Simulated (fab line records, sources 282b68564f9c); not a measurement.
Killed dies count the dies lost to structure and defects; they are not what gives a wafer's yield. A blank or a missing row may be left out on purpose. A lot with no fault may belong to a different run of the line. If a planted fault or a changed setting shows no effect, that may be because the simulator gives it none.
fab line records	flow rit-cmos
record lots=6	wafers=18	last-day=7
route steps=202 shown PLDD@159 NLDD@160 SILICIDE@161 CONTACT@168 M1@202
lots that met no fault: from a run of the same line without faults
start-h: hours from the record's opening day to when the first of the lot's shown wafers began	wait-h: hours elapsed since this lot's preceding step	" unchanged from the row above	L1.1+2: a single row standing in for several wafers	- no value, or no start given	* or withheld: withheld	< > ~ a bound
route shown NAME@n: names a module that has steps shown in the file, with the first one's number in the route	usual: mean and standard deviation over wafers with no fault	same: alike in all rows	chamber/n: place in a boat	sites: the reading at each site	_std_site: the standard deviation of these	_edge_site: inner sites' mean taken away from outer sites' mean	radius-mm: how far each site lies from the wafer's centre	mask NAME#n: copy n	behind: tool/chamber where the wafer was last shaped	hold: what put the lot on hold/how long, in hours/how the hold closed	device: transistor that didn't switch, given as n, p or np	end of line: tests run on the same wafers once the route is complete	for a step that has no rows: nothing shown but its recipe	killed: the dies lost at the first sort to structure and to defects; this is not the yield of the wafer	map: per-die view of a wafer (x killed, . not killed, _ where there is no die)
set.NAME: the run value of the setting; set.NAME@STEP: its run value at that earlier step	model.NAME: the simulator's own value behind a step, which no gauge read
lots at some steps of the route; a table a step, a row a wafer
services: from which hour (start-h, from the record's first day; less than 0 if before it) a tool's chamber was out of use, for how many hours, and why
## steps
# step RIT_SDANNEAL_RS_MEAS_06
# recipe thk-meas-gauge=four-point-probe
# usual PLDD_RS=176.9/0.5
lot.wafer	tool	chamber	start-h	wait-h	PLDD_RS[ohm/sq]
L735.2	film-metro-02	-	54.43	0.1	177.2
L735.4	"	-	"	"	176.6
L735.5	"	-	"	"	177.0
L738.2	film-metro-02	-	73.44	0.1	177.5
L738.3	"	-	"	"	177.4
L738.5	"	-	"	"	177.2
L743.1	film-metro-02	-	96.52	0.1	176.5
L743.3	"	-	"	"	176.5
L743.5	"	-	"	"	176.0
L748.3	film-metro-02	-	120.65	0.1	176.6
L748.4	"	-	"	"	177.2
L748.6	"	-	"	"	176.7
L749.1	film-metro-01	-	128.29	0.1	176.3
L749.2	"	-	"	"	176.2
L749.6	"	-	"	"	176.0
L753.2	film-metro-02	-	151.57	0.1	177.4
L753.3	"	-	"	"	177.8
L753.5	"	-	"	"	177.4
# step RIT_SDANNEAL_RS_MEAS_07
# recipe thk-meas-gauge=four-point-probe
# usual NLDD_RS=151.5/0.5
lot.wafer	tool	chamber	start-h	wait-h	NLDD_RS[ohm/sq]
L735.2	film-metro-02	-	54.55	0.1	152.2
L735.4	"	-	"	"	151.7
L735.5	"	-	"	"	151.6
L738.2	film-metro-02	-	73.56	0.1	150.8
L738.3	"	-	"	"	151.0
L738.5	"	-	"	"	151.0
L743.1	film-metro-02	-	96.64	0.1	151.9
L743.3	"	-	"	"	152.1
L743.5	"	-	"	"	152.8
L748.3	film-metro-02	-	120.77	0.1	150.7
L748.4	"	-	"	"	150.8
L748.6	"	-	"	"	150.7
L749.1	film-metro-01	-	128.41	0.1	151.5
L749.2	"	-	"	"	151.0
L749.6	"	-	"	"	151.9
L753.2	film-metro-02	-	151.69	0.1	151.4
L753.3	"	-	"	"	151.8
L753.5	"	-	"	"	152.2
# step RIT_SILICIDE_WET_ETCH_00
# recipe chemistry=BOE	target=SiO2	target-depth-nm=14	time-s=15	dry=n2-spin	dilution=10:1	temp-c=21.5
# step RIT_SILICIDE_SPUTTER_01
# recipe material=Ti	target-thk-nm=30	power-w=350	chamber-pressure-pa=0.667	gas=Ar	time-s=240	substrate-temp-c=25
# usual cathode-dc-power-W=349.99/0.062	throttle-valve-pct=30.2/1.1
# same time-s=240
lot.wafer	tool	chamber	start-h	wait-h	cathode-dc-power-W	throttle-valve-pct
L735.2	pvd-sputter-02	-	54.67	0.0	350.02	29.0
L735.4	"	-	"	"	349.96	31.1
L735.5	"	-	"	"	350.00	31.4
L738.2	pvd-sputter-03	-	73.67	0.0	349.89	30.2
L738.3	"	-	"	"	350.19	29.8
L738.5	"	-	"	"	349.86	30.0
L743.1	pvd-sputter-02	-	96.78	0.0	349.91	29.5
L743.3	"	-	"	"	350.11	31.4
L743.5	"	-	"	"	349.94	28.6
L748.3	pvd-sputter-01	-	120.87	0.0	350.01	32.4
L748.4	"	-	"	"	350.04	29.5
L748.6	"	-	"	"	350.03	30.4
L749.1	pvd-sputter-01	-	128.54	0.0	350.01	30.0
L749.2	"	-	"	"	349.97	29.5
L749.6	"	-	"	"	349.93	31.1
L753.2	pvd-sputter-01	-	151.81	0.0	349.97	32.3
L753.3	"	-	"	"	350.07	30.0
L753.5	"	-	"	"	349.98	32.5
# step RIT_SILICIDE_RS_MEAS_02
# recipe thk-meas-gauge=four-point-probe	reads=Ti_of_SILICIDE_SPUTTER_01
# usual SILICIDE_TI_RS=47.6/0.83
lot.wafer	tool	chamber	start-h	wait-h	SILICIDE_TI_RS[ohm/sq]
L735.2	film-metro-01	-	54.84	0.1	48.0
L735.4	"	-	"	"	46.7
L735.5	"	-	"	"	46.9
L738.2	film-metro-03	-	73.84	0.1	46.1
L738.3	"	-	"	"	48.1
L738.5	"	-	"	"	48.5
L743.1	film-metro-04	-	96.93	0.1	50.0
L743.3	"	-	"	"	48.0
L743.5	"	-	"	"	48.8
L748.3	film-metro-03	-	121.06	0.1	47.9
L748.4	"	-	"	"	47.8
L748.6	"	-	"	"	47.8
L749.1	film-metro-04	-	128.69	0.1	48.5
L749.2	"	-	"	"	48.2
L749.6	"	-	"	"	47.6
L753.2	film-metro-03	-	151.98	0.1	47.4
L753.3	"	-	"	"	47.6
L753.5	"	-	"	"	47.6
# step RIT_SILICIDE_THK_MEAS_03
# recipe thk-meas-gauge=xrf	reads=Ti_of_SILICIDE_SPUTTER_01
# usual SILICIDE_TI_THK=30.9/0.46
lot.wafer	tool	chamber	start-h	wait-h	SILICIDE_TI_THK[nm]
L735.2	film-metro-01	-	54.95	0.1	30.6
L735.4	"	-	"	"	31.1
L735.5	"	-	"	"	31.0
L738.2	film-metro-03	-	73.95	0.1	31.8
L738.3	"	-	"	"	30.7
L738.5	"	-	"	"	30.6
L743.1	film-metro-04	-	97.05	0.1	29.6
L743.3	"	-	"	"	30.5
L743.5	"	-	"	"	30.2
L748.3	film-metro-03	-	121.16	0.1	30.8
L748.4	"	-	"	"	30.8
L748.6	"	-	"	"	30.6
L749.1	film-metro-04	-	128.81	0.1	30.6
L749.2	"	-	"	"	30.6
L749.6	"	-	"	"	31.0
L753.2	film-metro-03	-	152.09	0.1	31.0
L753.3	"	-	"	"	30.8
L753.5	"	-	"	"	30.8
# step RIT_SILICIDE_RTA_04
# recipe temp-c=650	time-s=10	idle-temp-c=25	ramp-up-s=5	ramp-down-s=5	cool-to-c=25	ambient=N2
# usual wafer_temp_C_max=652.4/0.52
# same time-s=10
lot.wafer	tool	chamber	start-h	wait-h	wafer_temp_C_max
L735.2	rtp-anneal-02	0	55.01	0.1	652.8
L735.4	"	0	"	"	652.8
L735.5	"	0	"	"	653.2
L738.2	rtp-anneal-01	0	74.01	0.1	651.9
L738.3	"	0	"	"	651.9
L738.5	"	0	"	"	651.1
L743.1	rtp-anneal-02	0	97.11	0.1	652.5
L743.3	"	0	"	"	652.2
L743.5	"	0	"	"	653.2
L748.3	rtp-anneal-01	0	121.24	0.1	652.9
L748.4	"	0	"	"	652.9
L748.6	"	0	"	"	651.5
L749.1	rtp-anneal-02	0	128.87	0.1	652.8
L749.2	"	0	"	"	652.4
L749.6	"	0	"	"	653.4
L753.2	rtp-anneal-02	0	152.15	0.1	652.9
L753.3	"	0	"	"	652.8
L753.5	"	0	"	"	653.1
# step RIT_SILICIDE_WET_ETCH_05
# recipe chemistry=SPM	target=Ti	temp-c=90	time-s=120	dry=n2-spin
# step RIT_SILICIDE_RTA_06
# recipe temp-c=750	time-s=10	idle-temp-c=25	ramp-up-s=5	ramp-down-s=10	cool-to-c=25	ambient=N2
# usual wafer_temp_C_max=752.8/0.63
# same time-s=10
lot.wafer	tool	chamber	start-h	wait-h	wafer_temp_C_max
L735.2	rtp-anneal-01	0	55.11	0.0	752.1
L735.4	"	0	"	"	752.2
L735.5	"	0	"	"	751.7
L738.2	rtp-anneal-02	0	74.12	0.0	752.5
L738.3	"	0	"	"	754.1
L738.5	"	0	"	"	753.3
L743.1	rtp-anneal-01	0	97.22	0.0	752.3
L743.3	"	0	"	"	752.1
L743.5	"	0	"	"	751.8
L748.3	rtp-anneal-02	0	121.40	0.0	753.9
L748.4	"	0	"	"	753.4
L748.6	"	0	"	"	752.9
L749.1	rtp-anneal-01	0	128.98	0.0	752.3
L749.2	"	0	"	"	752.4
L749.6	"	0	"	"	753.1
L753.2	rtp-anneal-01	0	152.26	0.0	751.9
L753.3	"	0	"	"	753.3
L753.5	"	0	"	"	752.9
# step RIT_CONTACT_CVD_00
# recipe material=SiO2	target-thk-nm=400	precursor=TEOS	temp-c=390	time-s=61	rf-w=411.7
# usual heater-power-w=325/54
# same time-s=61
lot.wafer	tool	chamber	start-h	wait-h	heater-power-w
L735.2	pecvd-01	0	55.17	0.0	369
L735.4	"	0	"	"	389
L735.5	"	2	"	"	396
L738.2	pecvd-01	0	74.18	0.0	417
L738.3	"	2	"	"	374
L738.5	"	0	"	"	435
L743.1	pecvd-03	0	97.29	0.1	308
L743.3	"	2	"	"	297
L743.5	"	1	"	"	269
L748.3	pecvd-02	1	121.44	0.0	262
L748.4	"	2	"	"	319
L748.6	"	0	"	"	322
L749.1	pecvd-03	1	129.05	0.1	268
L749.2	"	2	"	"	363
L749.6	"	0	"	"	265
L753.2	pecvd-01	2	152.31	0.0	386
L753.3	"	1	"	"	391
L753.5	"	0	"	"	419
# step RIT_CONTACT_THK_MEAS_01
# recipe reads=SiO2_of_CONTACT_CVD_00
# usual CONTACT_TEOS_THK=403/5.4
lot.wafer	tool	chamber	start-h	wait-h	CONTACT_TEOS_THK[nm]
L735.2	film-metro-04	-	55.23	0.0	404
L735.4	"	-	"	"	408
L735.5	"	-	"	"	397
L738.2	film-metro-04	-	74.24	0.0	403
L738.3	"	-	"	"	392
L738.5	"	-	"	"	403
L743.1	film-metro-04	-	97.34	0.0	404
L743.3	"	-	"	"	402
L743.5	"	-	"	"	409
L748.3	film-metro-02	-	121.51	0.0	403
L748.4	"	-	"	"	407
L748.6	"	-	"	"	405
L749.1	film-metro-02	-	129.10	0.0	402
L749.2	"	-	"	"	403
L749.6	"	-	"	"	405
L753.2	film-metro-02	-	152.37	0.0	399
L753.3	"	-	"	"	401
L753.5	"	-	"	"	406
# step RIT_CONTACT_HMDS_02
# recipe prime-time-s=60	prime-temp-c=140
# step RIT_CONTACT_COAT_03
# recipe resist=NOVOLAK	spin-rpm=3250	resist-thk-nm=1000
# usual spin-speed-rpm=3249.5/2
lot.wafer	tool	chamber	start-h	wait-h	spin-speed-rpm	model.NOVOLAK_of_CONTACT_COAT_03.thk-nm
L735.2	litho-track-02	0	55.46	0.1	3248.9	1001
L735.4	"	0	"	"	3253.8	1002
L735.5	"	0	"	"	3251.5	1001
L738.2	litho-track-04	0	74.46	0.1	3249.2	1000
L738.3	"	0	"	"	3250.6	1004
L738.5	"	0	"	"	3247.7	1005
L743.1	litho-track-04	0	97.55	0.1	3497.8	972.6
L743.3	"	0	"	"	3493.2	968.8
L743.5	"	0	"	"	3492.0	970.8
L748.3	litho-track-04	0	121.75	0.1	3494.2	966.2
L748.4	"	0	"	"	3496.9	965.7
L748.6	"	0	"	"	3494.8	963.2
L749.1	litho-track-02	0	129.31	0.1	3254.5	996.8
L749.2	"	0	"	"	3251.9	998.3
L749.6	"	0	"	"	3246.9	997.5
L753.2	litho-track-02	0	152.60	0.1	3252.9	1005
L753.3	"	0	"	"	3248.6	999.7
L753.5	"	0	"	"	3254.5	998
# step RIT_CONTACT_SOFTBAKE_04
# recipe resist=NOVOLAK	temp-c=90	time-s=60
# step RIT_CONTACT_EXPOSE_05
# recipe mask-id=M11	na=0.6	source-shape=conventional	sigma-outer=0.5	target-cd-nm=1000	dose-mj=250
# step RIT_CONTACT_PEB_06
# recipe resist=NOVOLAK	temp-c=withheld	time-s=withheld
# step RIT_CONTACT_DEVELOP_07
# recipe resist=NOVOLAK	develop-time-s=120	dev-temp-c=23
# step RIT_CONTACT_CD_MEAS_08
# recipe target-cd-nm=1000
# usual cd-nm=999.2/1.9
lot.wafer	tool	chamber	start-h	wait-h	cd-nm
L735.2	cd-sem-02	-	56.27	-	999.0
L735.4	"	-	"	"	999.9
L735.5	"	-	"	"	1000.0
L738.2	cd-sem-01	-	75.27	-	997.6
L738.3	"	-	"	"	999.7
L738.5	"	-	"	"	997.8
L743.1	cd-sem-01	-	98.49	-	1003.9
L743.3	"	-	"	"	1005.3
L743.5	"	-	"	"	1005.1
L748.3	cd-sem-01	-	122.56	-	1005.4
L748.4	"	-	"	"	1003.4
L748.6	"	-	"	"	1005.1
L749.1	cd-sem-01	-	130.25	-	1003.3
L749.2	"	-	"	"	1001.0
L749.6	"	-	"	"	1001.0
L753.2	cd-sem-02	-	153.53	-	995.8
L753.3	"	-	"	"	997.2
L753.5	"	-	"	"	999.1
# step RIT_CONTACT_OVL_MEAS_09
# usual CONTACT_OVL=0.6/1.7
lot.wafer	tool	chamber	start-h	wait-h	CONTACT_OVL[nm]
L735.2	overlay-02	-	56.37	0.1	3.6
L735.4	"	-	"	"	3.8
L735.5	"	-	"	"	3.0
L738.2	overlay-02	-	75.38	0.1	1.5
L738.3	"	-	"	"	1.1
L738.5	"	-	"	"	2.6
L743.1	overlay-02	-	98.61	0.1	1.5
L743.3	"	-	"	"	3.2
L743.5	"	-	"	"	1.8
L748.3	overlay-01	-	122.65	0.1	1.6
L748.4	"	-	"	"	0.2
L748.6	"	-	"	"	2.4
L749.1	overlay-02	-	130.37	0.1	-0.6
L749.2	"	-	"	"	-0.8
L749.6	"	-	"	"	-0.1
L753.2	overlay-01	-	153.64	0.1	2.0
L753.3	"	-	"	"	-0.3
L753.5	"	-	"	"	2.8
# step RIT_CONTACT_HARDBAKE_10
# recipe resist=NOVOLAK	temp-c=140	time-s=60
# step RIT_CONTACT_ETCH_11
# recipe target-depth-a=4800	over-etch-frac=0.2	stop-on=TiSi2	chemistry=CHF3/CF4/Ar	target=SiO2	CHF3_flow_sccm=50	cf4-flow-sccm=10	Ar_flow_sccm=100	O2_flow_sccm=5	pressure-mtorr=100	rf-w=206.7	time-s=320
# usual drypump-motor-current-A=5.6/0.38	mfc-ar-sccm=100.0/0.31	oes-product-au=1.000/0.015	throttle-valve-pct=8.85/0.13
# same time-s=320
lot.wafer	tool	chamber	start-h	wait-h	drypump-motor-current-A	mfc-ar-sccm	oes-product-au	rf-hours-counter-h	throttle-valve-pct	model.NOVOLAK_of_CONTACT_COAT_03.thk-nm
L735.2	rie-diel-03	3	56.55	0.1	5.9	100.4	1.010	1	8.75	771.7
L735.4	"	1	"	"	5.5	99.5	1.008	142	9.10	768.9
L735.5	"	3	"	"	5.9	100.4	1.005	-	8.74	770.9
L738.2	rie-diel-03	1	75.56	0.1	5.5	100.0	1.010	142	9.08	766.3
L738.3	"	3	"	"	6.0	99.6	1.013	1	8.76	770.2
L738.5	"	3	"	"	5.9	99.4	1.011	-	8.75	772.4
L743.1	rie-diel-02	3	98.79	0.1	5.2	99.9	1.021	67	8.94	737.7
L743.3	"	1	"	"	5.4	99.6	1.002	152	8.90	736.1
L743.5	"	2	"	"	6.1	100.1	1.015	-	8.90	733.8
L748.3	rie-diel-03	3	122.83	0.1	5.9	100.0	1.009	2	8.74	738.8
L748.4	"	0	"	"	5.8	99.8	0.982	-	8.66	737.2
L748.6	"	2	"	"	5.9	99.9	0.992	-	8.95	733.6
L749.1	rie-diel-01	2	130.56	0.1	5.8	100.0	0.991	30	8.94	763.6
L749.2	"	3	"	"	4.9	100.8	1.002	108	8.92	762.6
L749.6	"	1	"	"	5.9	99.9	1.010	-	8.80	765.4
L753.2	rie-diel-02	3	153.82	0.1	5.2	99.5	1.007	68	8.94	767.7
L753.3	"	0	"	"	4.8	100.2	1.012	16	8.78	765.5
L753.5	"	1	"	"	5.3	100.1	1.010	-	8.90	769.3
# step RIT_CONTACT_STRIP_12
# recipe chemistry=O2	time-s=180	resist=NOVOLAK	platen-temp-c=withheld	power-w=500	pressure-mtorr=4000	o2-flow-sccm=4000
# usual drypump-motor-current-A=5.7/0.54
# same time-s=180
lot.wafer	tool	chamber	start-h	wait-h	drypump-motor-current-A	rf-hours-counter-h
L735.2	plasma-asher-03	0	56.75	0.1	6.5	27
L735.4	"	1	"	"	5.7	-
L735.5	"	0	"	"	6.5	-
L738.2	plasma-asher-02	1	75.75	0.1	5.2	45
L738.3	"	1	"	"	5.2	-
L738.5	"	1	"	"	5.2	-
L743.1	plasma-asher-04	1	98.99	0.1	6.3	47
L743.3	"	0	"	"	5.5	-
L743.5	"	1	"	"	6.3	-
L748.3	plasma-asher-04	0	123.08	0.2	5.5	-
L748.4	"	1	"	"	6.3	-
L748.6	"	0	"	"	5.5	-
L749.1	plasma-asher-03	1	130.75	0.1	5.7	36
L749.2	"	0	"	"	6.5	36
L749.6	"	0	"	"	6.5	-
L753.2	plasma-asher-03	1	154.01	0.1	5.7	38
L753.3	"	1	"	"	5.7	-
L753.5	"	1	"	"	5.7	-
# step RIT_M1_PROBE_99
# usual killed-at-contacts=0.1/0.31	killed-at-front-end=6.3/3	killed-dies=6.4/3	killed-open=3/1.9	killed-short=3.4/1.9
# same gross-dies=264	killed_at_M0_to_M3=0	killed_at_M4_up=0	killed-at-back-side=0	killed-at-other=0
lot.wafer	tool	chamber	start-h	wait-h	killed-at-contacts	killed-at-front-end	killed-dies	killed-open	killed-short
L735.2	prober-02	-	61.57	0.1	0	3	3	1	2
L735.4	prober-02	-	61.67	0.2	0	3	3	2	1
L735.5	prober-02	-	61.72	0.2	0	4	4	1	3
L748.3	prober-01	-	127.98	0.2	0	2	2	1	1
L748.4	prober-01	-	128.03	0.2	0	5	5	3	2
L748.6	prober-01	-	128.13	0.2	0	6	6	3	3
# killed by level:class
L735.2 FOX2:geometric-particle:open=1 FOX2:geometric-particle:short=1 REOX:geometric-particle:short=1
L735.4 ACTIVE:geometric-particle:short=1 FOX1:geometric-particle:open=1 GATE:geometric-particle:open=1
L735.5 FOX2:geometric-particle:short=1 GATE:geometric-particle:short=1 REOX:geometric-particle:short=1 REOX:geometric-particle:open=1
L748.3 REOX:geometric-particle:short=1 REOX:geometric-particle:open=1
L748.4 FOX1:geometric-particle:open=2 FOX1:geometric-particle:short=1 GATE:geometric-particle:short=1 SPACER:geometric-particle:open=1
L748.6 SPACER:geometric-particle:open=2 SPACER:geometric-particle:short=2 GATE:geometric-particle:short=1 REOX:geometric-particle:open=1
## services
tool	chamber	start-h	hours	kind
pecvd-03	0	37.84	6.2	repair
rie-diel-02	-	41.06	2.5	repair
plasma-asher-04	-	57.82	14.6	pm
pvd-sputter-02	-	63.67	0.7	repair
pecvd-02	0	71.85	4.7	repair
plasma-asher-04	-	74.78	2.2	repair
plasma-asher-02	-	77.73	3.1	repair
pvd-sputter-03	-	81.87	1.9	repair
rie-diel-01	2	82.59	5.1	repair
pecvd-02	2	88.79	3.6	repair
pvd-sputter-02	-	102.85	32.0	repair
plasma-asher-04	-	114.19	2.8	repair
rie-diel-03	1	118.47	9.9	repair
pecvd-03	-	123.75	2.8	pm
rie-diel-03	0	125.87	4.4	repair
plasma-asher-04	-	129.31	4.3	pm
rie-diel-02	1	136.41	-	clean
rie-diel-02	1	136.41	14.1	scheduled-down
rie-diel-02	1	136.41	14.1	vent-cycle
pecvd-03	2	138.82	26.5	repair
## key
first-sign step=RIT_CONTACT_COAT_03	reading=spin-speed-rpm	direction=up	sigmas=99+	usual=3249.5	struck=3494.8
effect none on later readings
model-effect step=RIT_CONTACT_COAT_03	value=NOVOLAK_of_CONTACT_COAT_03.thk-nm	without=1004	struck=967.9
model-effect step=RIT_CONTACT_ETCH_11	value=NOVOLAK_of_CONTACT_COAT_03.thk-nm	without=767.4	struck=736.2
met-at RIT_CONTACT_COAT_03
struck-wafers L743.1,L743.3,L743.5,L748.3,L748.4,L748.6
tester-left-out L743,L748
onset-between 74.46 97.55
fault kind=process-parameter-drift	tool=litho-track-04	chamber=-	onset-h=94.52	steps=RIT_CONTACT_COAT_03	channel=spin-rpm	offset=244.1	shape=step	end-h=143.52	acts-in=these-recipes-only	stated=3250
# tester-left-out: of these lots the tester's yield and bins aren't shown, on N5 and GAA mostly nor the transistor test; their killed dies are dies lost to structure and defects alone, not to doping, threshold or leakage, so they don't give the yield
